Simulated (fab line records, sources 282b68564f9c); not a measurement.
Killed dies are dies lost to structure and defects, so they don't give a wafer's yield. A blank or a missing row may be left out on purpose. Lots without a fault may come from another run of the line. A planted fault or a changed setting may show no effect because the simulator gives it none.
Which tool did it? | flow rit_cmos | 7 lots, 21 wafers sampled, at 2 steps of a route of 202

WHAT THE GAUGES READ, wafer by wafer
RIT_PWELL_TW_MEAS_10.
lot  | measured    | on            | PWELL_TW
L230 | day 2 14:53 | film_metro-01 | 941 955 945
L232 | day 3 00:18 | film_metro-01 | 943 940 942
L235 | day 3 14:40 | film_metro-01 | 950 947 942
L238 | day 4 05:55 | film_metro-04 | 947 945 948
L241 | day 4 22:07 | film_metro-03 | 954 953 953
L246 | day 5 22:07 | film_metro-01 | 908 911 906
L250 | day 6 17:42 | film_metro-04 | 957 959 956

WHICH TOOL RAN EACH LOT (tool, then ch and the chambers of the sampled wafers, then the start)
lot  | RIT_PWELL_IMPLANT_08
L230 | implanter-03 ch 0, day 2 14:35
L232 | implanter-04 ch 0, day 2 23:58
L235 | implanter-04 ch 0, day 3 14:22
L238 | implanter-04 ch 0, day 4 05:35
L241 | implanter-03 ch 0, day 4 21:47
L246 | implanter-04 ch 0, day 5 21:48
L250 | implanter-01 ch 0, day 6 17:23
- RIT_PWELL_IMPLANT_08

THE ANSWER, worked out from the rows above alone
Rule: what is usual is taken from the lots themselves. Put in order of their means at a reading, lots are off if they are a third of the lots or fewer, leave a main group of 4 or more, and stand apart from it by a gap of 3 or more times the standard deviation of the main group's means; of several such gaps the widest counts. A main group whose means are all the same, to the digits that the tables above print for the reading, isn't used. A lot without any number at a reading at which 4 lots or more have one is off too. The other lots that the step has rows for count as sound.
Off: L246, at RIT_PWELL_TW_MEAS_10 (PWELL_TW). The main group: mean 949, standard deviation 5.1.
A tool fits if, at a process step before that reading, it ran every lot that is off, and no sound lot after the first of them. The gauges at RIT_PWELL_TW_MEAS_10 are tried like those tools. Can't be told from this: 2 tools fit, implanter-04 at RIT_PWELL_IMPLANT_08, film_metro-01 at RIT_PWELL_TW_MEAS_10.

WHAT THE SIMULATOR HAD PUT IN
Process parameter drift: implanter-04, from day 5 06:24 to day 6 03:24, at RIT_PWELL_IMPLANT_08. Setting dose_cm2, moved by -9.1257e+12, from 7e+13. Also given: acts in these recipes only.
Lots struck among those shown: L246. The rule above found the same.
